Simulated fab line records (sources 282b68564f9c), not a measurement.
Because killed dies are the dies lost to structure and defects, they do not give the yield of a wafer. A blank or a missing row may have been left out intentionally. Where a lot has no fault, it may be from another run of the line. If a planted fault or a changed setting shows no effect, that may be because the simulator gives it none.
fab line records	flow rit-cmos
record lots=6	wafers=18	last-day=7
route steps=202 shown NWELL@35 PWELL@39 WELLDRIVE@50 NRETRO@53 M1@202
lots untouched by any fault: they come from a run of this same line in which no faults occurred
start-h: hours from the record's opening day to when the first of the lot's shown wafers began	wait-h: how many hours have passed since the lot's step before this one	" as in the row above	L1.1+2: one row covering several wafers at once	- either no value or no given start	* or withheld: withheld	< > ~ a bound
route shown NAME@n: names a module that has steps shown in the file, with the first one's number in the route	usual: the fault-free wafers' mean and standard deviation	same: alike in all rows	chamber/n: place in a boat	sites: each site's reading	_std_site: the values' standard deviation	_edge_site: the outer-site mean with the inner-site mean subtracted	radius-mm: how far each site lies from the wafer's centre	mask NAME#n: copy n	behind: the most recent tool/chamber to have shaped the wafer	hold: what put the lot on hold/how long, in hours/how the hold closed	device: the n, p or np transistor that did not switch	end of line: at the end of the route, the tests of the same wafers	a step with no rows: only its recipe	killed: count of dies lost to structure and defects at first sort (not the wafer's yield)	map: shows each die of a wafer: x if killed, . if not, _ if none is there
set.NAME: setting as actually run; set.NAME@STEP: the setting as run at that earlier step	model.NAME: the simulator's own value behind a step, which no gauge read
a table for each step, a row for each wafer; lots at some steps of the route
services: when a tool's chamber went out of use (start-h, in hours from the record's first day, below 0 if earlier), for how many hours, and the reason
## steps
# step RIT_NWELL_HARDBAKE_07
# recipe resist=NOVOLAK	temp-c=140	time-s=120
# step RIT_NWELL_IMPLANT_08
# recipe species=P	energy-kev=170	dose-cm2=5e+13	tilt-deg=7
# step RIT_NWELL_STRIP_09
# recipe chemistry=O2	time-s=180	resist=NOVOLAK	platen-temp-c=withheld	power-w=500	pressure-mtorr=4000	o2-flow-sccm=4000
# usual drypump-motor-current-A=5.88/0.3
lot.wafer	tool	chamber	start-h	wait-h	drypump-motor-current-A	rf-hours-counter-h
L529.2	plasma-asher-01	1	32.53	0.1	5.71	37
L529.4	"	0	"	"	5.61	-
L529.6	"	0	"	"	5.61	-
L535.3	plasma-asher-01	0	64.36	0.1	5.60	-
L535.5	"	0	"	"	5.61	-
L535.6	"	1	"	"	5.76	-
L540.2	plasma-asher-02	1	86.86	0.1	5.63	31
L540.4	"	0	"	"	6.32	-
L540.6	"	0	"	"	6.34	-
L542.1	plasma-asher-02	1	96.91	0.1	5.67	33
L542.4	"	0	"	"	6.33	-
L542.5	"	0	"	"	6.34	-
L548.1	plasma-asher-02	0	128.32	0.1	6.33	37
L548.2	"	1	"	"	5.67	37
L548.3	"	0	"	"	6.30	-
L549.1	plasma-asher-02	1	132.53	0.1	5.64	37
L549.2	"	0	"	"	6.32	37
L549.3	"	1	"	"	5.66	-
# step RIT_NWELL_TW_MEAS_10
# usual NWELL_TW=2131/31
lot.wafer	tool	chamber	start-h	wait-h	NWELL_TW
L529.2	film-metro-03	-	32.72	0.1	2150
L529.4	"	-	"	"	2129
L529.6	"	-	"	"	2144
L535.3	film-metro-02	-	64.50	0.1	2084
L535.5	"	-	"	"	2099
L535.6	"	-	"	"	2098
L540.2	film-metro-02	-	87.04	0.1	2101
L540.4	"	-	"	"	2107
L540.6	"	-	"	"	2104
L542.1	film-metro-03	-	97.09	0.1	2191
L542.4	"	-	"	"	2178
L542.5	"	-	"	"	2168
L548.1	film-metro-03	-	128.49	0.1	2171
L548.2	"	-	"	"	2189
L548.3	"	-	"	"	2186
L549.1	film-metro-02	-	132.70	0.1	2106
L549.2	"	-	"	"	2100
L549.3	"	-	"	"	2106
# step RIT_PWELL_HMDS_00
# recipe prime-time-s=60	prime-temp-c=140
# step RIT_PWELL_COAT_01
# recipe resist=NOVOLAK	spin-rpm=2000	resist-thk-nm=1300
# step RIT_PWELL_SOFTBAKE_02
# recipe resist=NOVOLAK	temp-c=90	time-s=60
# step RIT_PWELL_EXPOSE_03
# recipe mask-id=M3	na=0.57	target-cd-nm=43700	dose-mj=250
# step RIT_PWELL_PEB_04
# recipe resist=NOVOLAK	temp-c=withheld	time-s=withheld
# step RIT_PWELL_DEVELOP_05
# recipe resist=NOVOLAK	develop-time-s=68	dev-temp-c=23
# step RIT_PWELL_OVL_MEAS_06
# usual PWELL_OVL=-1.6/1.5
lot.wafer	tool	chamber	start-h	wait-h	PWELL_OVL[nm]
L529.2	overlay-02	-	33.78	-	-0.8
L529.4	"	-	"	"	-1.1
L529.6	"	-	"	"	-3.7
L535.3	overlay-01	-	65.79	-	-0.6
L535.5	"	-	"	"	-3.4
L535.6	"	-	"	"	-1.3
L540.2	overlay-01	-	88.10	-	-4.4
L540.4	"	-	"	"	-4.0
L540.6	"	-	"	"	-3.1
L542.1	overlay-01	-	98.15	-	-1.7
L542.4	"	-	"	"	0.7
L542.5	"	-	"	"	-2.2
L548.1	overlay-02	-	129.43	-	-0.5
L548.2	"	-	"	"	-0.8
L548.3	"	-	"	"	-1.8
L549.1	overlay-01	-	133.64	-	-3.0
L549.2	"	-	"	"	-1.7
L549.3	"	-	"	"	-2.1
# step RIT_PWELL_HARDBAKE_07
# recipe resist=NOVOLAK	temp-c=140	time-s=120
# step RIT_PWELL_IMPLANT_08
# recipe species=B	energy-kev=170	dose-cm2=7e+13	tilt-deg=7
# usual dose-ions-cm2=7e+13/7.7e+10	faraday-current-uA=222/4.7
# same implant-ion-amu=11
lot.wafer	tool	chamber	start-h	wait-h	dose-ions-cm2	faraday-current-uA
L529.2	implanter-04	0	34.08	0.2	6.997e+13	217
L529.4	"	0	"	"	6.988e+13	217
L529.6	"	0	"	"	6.995e+13	227
L535.3	implanter-02	0	66.11	0.2	6.994e+13	226
L535.5	"	0	"	"	7.003e+13	228
L535.6	"	0	"	"	7.004e+13	229
L540.2	implanter-04	0	88.41	0.2	1.1189e+14	349
L540.4	"	0	"	"	1.1193e+14	356
L540.6	"	0	"	"	1.1197e+14	358
L542.1	implanter-04	0	98.44	0.2	1.1197e+14	351
L542.4	"	0	"	"	1.1207e+14	349
L542.5	"	0	"	"	1.1206e+14	355
L548.1	implanter-03	0	129.72	0.2	7.006e+13	219
L548.2	"	0	"	"	7.009e+13	217
L548.3	"	0	"	"	7.007e+13	223
L549.1	implanter-03	0	133.93	0.2	6.995e+13	214
L549.2	"	0	"	"	7.004e+13	223
L549.3	"	0	"	"	6.987e+13	228
# step RIT_PWELL_STRIP_09
# recipe chemistry=O2	time-s=180	resist=NOVOLAK	platen-temp-c=withheld	power-w=500	pressure-mtorr=4000	o2-flow-sccm=4000
# usual drypump-motor-current-A=6.0/0.4
lot.wafer	tool	chamber	start-h	wait-h	drypump-motor-current-A	rf-hours-counter-h
L529.2	plasma-asher-01	0	34.21	0.1	5.6	37
L529.4	"	1	"	"	5.7	-
L529.6	"	1	"	"	5.7	-
L535.3	plasma-asher-02	1	66.27	0.1	5.6	-
L535.5	"	1	"	"	5.6	-
L535.6	"	0	"	"	6.4	-
L540.2	plasma-asher-04	1	88.53	0.1	6.6	44
L540.4	"	1	"	"	6.6	-
L540.6	"	1	"	"	6.6	-
L542.1	plasma-asher-01	1	98.59	0.1	5.7	42
L542.4	"	0	"	"	5.6	-
L542.5	"	1	"	"	5.7	-
L548.1	plasma-asher-02	0	129.87	0.1	6.3	37
L548.2	"	1	"	"	5.7	37
L548.3	"	0	"	"	6.3	-
L549.1	plasma-asher-04	1	134.08	0.1	6.6	50
L549.2	"	0	"	"	5.7	50
L549.3	"	0	"	"	5.7	-
# step RIT_PWELL_TW_MEAS_10
# usual PWELL_TW=942/12
lot.wafer	tool	chamber	start-h	wait-h	PWELL_TW
L529.2	film-metro-03	-	34.39	0.1	952
L529.4	"	-	"	"	953
L529.6	"	-	"	"	954
L535.3	film-metro-02	-	66.40	0.1	929
L535.5	"	-	"	"	934
L535.6	"	-	"	"	935
L540.2	film-metro-02	-	88.72	0.1	1089
L540.4	"	-	"	"	1084
L540.6	"	-	"	"	1089
L542.1	film-metro-02	-	98.77	0.1	1082
L542.4	"	-	"	"	1083
L542.5	"	-	"	"	1082
L548.1	film-metro-02	-	130.04	0.1	939
L548.2	"	-	"	"	940
L548.3	"	-	"	"	932
L549.1	film-metro-02	-	134.26	0.1	933
L549.2	"	-	"	"	940
L549.3	"	-	"	"	937
# step RIT_WELLDRIVE_ANNEAL_00
# recipe temp-c=1100	time-s=14700	ambient=N2
# step RIT_WELLDRIVE_RS_MEAS_01
# recipe thk-meas-gauge=four-point-probe
# usual NWELL_RS=275.4/0.78
lot.wafer	tool	chamber	start-h	wait-h	NWELL_RS[ohm/sq]
L529.2	film-metro-03	-	40.85	0.0	274.9
L529.4	"	-	"	"	276.2
L529.6	"	-	"	"	276.9
L535.3	film-metro-02	-	71.73	0.0	277.7
L535.5	"	-	"	"	276.1
L535.6	"	-	"	"	276.4
L540.2	film-metro-03	-	93.87	0.0	274.6
L540.4	"	-	"	"	274.9
L540.6	"	-	"	"	275.1
L542.1	film-metro-02	-	104.47	0.0	275.6
L542.4	"	-	"	"	276.3
L542.5	"	-	"	"	276.2
L548.1	film-metro-02	-	135.19	0.0	274.8
L548.2	"	-	"	"	275.0
L548.3	"	-	"	"	274.7
L549.1	film-metro-01	-	142.83	0.0	275.6
L549.2	"	-	"	"	275.8
L549.3	"	-	"	"	275.9
# step RIT_WELLDRIVE_RS_MEAS_02
# recipe thk-meas-gauge=four-point-probe
# usual PWELL_RS=429.2/1.3
lot.wafer	tool	chamber	start-h	wait-h	PWELL_RS[ohm/sq]
L529.2	film-metro-03	-	40.97	0.1	427.2
L529.4	"	-	"	"	427.2
L529.6	"	-	"	"	428.1
L535.3	film-metro-02	-	71.85	0.1	428.1
L535.5	"	-	"	"	427.8
L535.6	"	-	"	"	428.9
L540.2	film-metro-03	-	93.99	0.1	320.2
L540.4	"	-	"	"	320.2
L540.6	"	-	"	"	319.8
L542.1	film-metro-02	-	104.59	0.1	320.6
L542.4	"	-	"	"	320.9
L542.5	"	-	"	"	320.9
L548.1	film-metro-02	-	135.31	0.1	428.8
L548.2	"	-	"	"	428.4
L548.3	"	-	"	"	429.8
L549.1	film-metro-01	-	142.95	0.1	426.3
L549.2	"	-	"	"	426.6
L549.3	"	-	"	"	427.3
# step RIT_NRETRO_HMDS_00
# recipe prime-time-s=60	prime-temp-c=140
# step RIT_M1_PROBE_99
# usual killed-at-contacts=0.1/0.38	killed-at-front-end=7/3.2	killed-dies=7/3.2	killed-open=3.6/2.1	killed-short=3.5/2
# same gross-dies=264	killed_at_M0_to_M3=0	killed_at_M4_up=0	killed-at-back-side=0	killed-at-other=0
lot.wafer	tool	chamber	start-h	wait-h	killed-at-contacts	killed-at-front-end	killed-dies	killed-open	killed-short	model.etest.nmos_0p3.r-on-ohm-um	model.etest.nmos_0p15.r-on-ohm-um	model.etest.pwell-pinched.rs-ohm-sq	model.etest.nmos-turned.drive-ua-um	model.etest.nmos_0p15.drive-ua-um	model.etest.pwell.rs-ohm-sq	model.etest.nmos-narrow.drive-ua-um	model.etest.nmos_0p3.drive-ua-um
L529.2	prober-02	-	80.40	0.1	1	2	3	1	2	2076	1070	456.8	349.9	494.6	416.6	231.8	235.1
L529.4	prober-02	-	80.50	0.2	0	9	9	5	4	2091	1082	458	345.4	488.9	416.7	232.4	228.2
L529.6	prober-02	-	80.60	0.2	1	5	6	3	3	2088	1056	462.9	347.9	496.3	418.2	234.9	231.1
L535.3	prober-02	-	102.56	0.2	3	5	8	5	1	2140	1128	452.4	318.1	458.6	414.6	230.7	229.4
L535.5	prober-02	-	102.66	0.2	2	10	12	6	4	2148	1122	447.1	303.8	458.6	407.9	225.3	222.6
L535.6	prober-02	-	102.71	0.2	0	4	4	2	2	2170	1148	455.1	316.2	465.7	413.1	226.9	226.9
L540.2	prober-02	-	123.71	0.1	0	5	5	2	3	2550	1292	337.4	217.3	387.6	306.4	172.4	174.2
L540.4	prober-02	-	123.81	0.2	0	5	5	2	3	2506	1263	329.6	217.1	385.5	302.7	175.8	173.4
L540.6	prober-02	-	123.91	0.2	0	7	7	4	3	2526	1242	336.2	213.1	381.9	308.3	168.2	170.1
L542.1	prober-02	-	135.01	0.1	0	6	6	2	4	2590	1279	338.5	228.3	373.8	307.5	165.8	163.2
L542.4	prober-02	-	135.16	0.2	0	7	7	4	3	2570	1270	337.2	233.2	377.6	306.1	168.3	164.9
L542.5	prober-02	-	135.21	0.2	0	7	7	4	3	2586	1262	334.2	219.6	374.7	306.1	164.8	163
L548.1	prober-02	-	168.55	0.1	0	4	4	2	2	2200	1200	451	291.4	438.1	411.8	225.9	219.6
L548.2	prober-02	-	168.60	0.1	0	6	6	3	3	2254	1232	458.9	285.6	442.5	411.5	219.1	221.2
L548.3	prober-02	-	168.65	0.2	1	6	7	1	6	2246	1221	453.6	289.9	439.9	407.3	223.2	221.1
L549.1	prober-01	-	174.23	0.1	0	3	3	1	2	2160	1130	458.1	332.4	462.8	418.6	222.5	219.8
L549.2	prober-01	-	174.28	0.1	0	6	6	3	3	2166	1138	454.4	320.6	453	411.6	224.3	220.4
L549.3	prober-01	-	174.33	0.2	0	10	10	5	5	2166	1116	458.2	335.9	464.7	413	222.2	221.1
# killed by level:class
L529.2 FOX2:geometric-particle:open=1 GATE:geometric-particle:short=1 CONTACT:geometric-particle:short=1
L529.4 REOX:geometric-particle:open=2 SPACER:geometric-particle:short=2 FOX1:geometric-particle:open=1 FOX2:geometric-particle:short=1 GATE:geometric-particle:open=1 GATE:geometric-particle:short=1 SILICIDE:geometric-particle:open=1
L529.6 SPACER:geometric-particle:open=2 SPACER:geometric-particle:short=1 SILICIDE:geometric-particle:open=1 SILICIDE:geometric-particle:short=1 CONTACT:geometric-particle:short=1
L535.3 SILICIDE:geometric-particle:open=2 CONTACT:coat-microbubble-printed=2 FOX2:geometric-particle:open=1 GATE:geometric-particle:open=1 SILICIDE:geometric-particle:short=1 CONTACT:geometric-particle:open=1
L535.5 GATE:geometric-particle:open=3 SILICIDE:geometric-particle:short=3 SPACER:geometric-particle:open=2 CONTACT:coat-microbubble-printed=2 GATE:geometric-particle:short=1 REOX:geometric-particle:open=1
L535.6 GATE:geometric-particle:short=2 GATE:geometric-particle:open=1 SPACER:geometric-particle:open=1
L540.2 SPACER:geometric-particle:short=2 GATE:geometric-particle:short=1 GATE:geometric-particle:open=1 SILICIDE:geometric-particle:open=1
L540.4 FOX1:geometric-particle:short=1 FOX2:geometric-particle:open=1 GATE:geometric-particle:open=1 GATE:geometric-particle:short=1 REOX:geometric-particle:short=1
L540.6 GATE:geometric-particle:open=2 GATE:geometric-particle:short=2 FOX1:geometric-particle:short=1 SPACER:geometric-particle:open=1 SILICIDE:geometric-particle:open=1
L542.1 FOX2:geometric-particle:short=1 FOX2:geometric-particle:open=1 GATE:geometric-particle:short=1 SPACER:geometric-particle:open=1 SPACER:geometric-particle:short=1 SILICIDE:geometric-particle:short=1
L542.4 SPACER:geometric-particle:open=3 GATE:geometric-particle:short=2 SPACER:geometric-particle:short=1 SILICIDE:geometric-particle:open=1
L542.5 GATE:geometric-particle:open=3 GATE:geometric-particle:short=2 SILICIDE:geometric-particle:open=1 SILICIDE:geometric-particle:short=1
L548.1 GATE:geometric-particle:short=2 GATE:geometric-particle:open=1 REOX:geometric-particle:open=1
L548.2 GATE:geometric-particle:open=2 FOX2:geometric-particle:short=1 FOX2:geometric-particle:open=1 REOX:geometric-particle:short=1 SPACER:geometric-particle:short=1
L548.3 REOX:geometric-particle:short=2 FOX1:geometric-particle:short=1 FOX2:geometric-particle:open=1 FOX2:geometric-particle:short=1 GATE:geometric-particle:short=1 CONTACT:geometric-particle:short=1
L549.1 FOX1:geometric-particle:short=1 GATE:geometric-particle:short=1 GATE:geometric-particle:open=1
L549.2 GATE:geometric-particle:open=2 GATE:geometric-particle:short=1 SPACER:geometric-particle:short=1 SILICIDE:geometric-particle:short=1 SILICIDE:geometric-particle:open=1
L549.3 GATE:geometric-particle:open=3 GATE:geometric-particle:short=2 REOX:geometric-particle:open=2 FOX2:geometric-particle:short=1 REOX:geometric-particle:short=1 SILICIDE:geometric-particle:short=1
## services
tool	chamber	start-h	hours	kind
implanter-02	-	9.74	1.0	repair
implanter-04	-	14.77	4.8	repair
implanter-02	-	29.83	6.2	repair
implanter-04	-	36.21	2.1	repair
implanter-02	-	41.45	1.7	repair
implanter-03	-	45.43	5.1	repair
plasma-asher-04	-	57.13	14.6	pm
implanter-04	-	78.57	3.8	pm
plasma-asher-01	-	80.55	13.0	repair
implanter-02	-	85.54	1.1	repair
plasma-asher-01	-	108.75	9.0	pm
plasma-asher-01	0	108.75	9.0	vent-cycle
plasma-asher-01	1	108.75	9.0	vent-cycle
plasma-asher-01	0	117.75	-	clean
plasma-asher-01	1	117.75	-	clean
implanter-03	-	119.76	7.8	repair
implanter-04	-	133.82	3.4	pm
## key
first-sign step=RIT_PWELL_IMPLANT_08	reading=dose-ions-cm2	direction=up	sigmas=99+	usual=7e+13	struck=1.1198e+14
effect step=RIT_PWELL_IMPLANT_08	reading=faraday-current-uA	direction=up	sigmas=28	usual=222	struck=353
effect step=RIT_PWELL_TW_MEAS_10	reading=PWELL_TW	direction=up	sigmas=12	usual=942	struck=1085
effect step=RIT_WELLDRIVE_RS_MEAS_02	reading=PWELL_RS	direction=down	sigmas=81	usual=429.2	struck=320.5
model-effect step=RIT_M1_PROBE_99	value=etest.nmos_0p3.r-on-ohm-um	without=2120	struck=2555
met-at RIT_PWELL_IMPLANT_08
struck-wafers L540.2,L540.4,L540.6,L542.1,L542.4,L542.5
tester-left-out L540,L542
onset-between 34.08 88.41
fault kind=process-parameter-drift	tool=implanter-04	chamber=-	onset-h=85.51	steps=RIT_PWELL_IMPLANT_08	channel=dose-cm2	offset=4.2e+13	shape=step	end-h=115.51	acts-in=these-recipes-only	stated=7e+13
# tester-left-out: of these lots the tester's yield and bins aren't shown, on N5 and GAA mostly nor the transistor test; their killed dies are dies lost to structure and defects alone, not to doping, threshold or leakage, so they don't give the yield
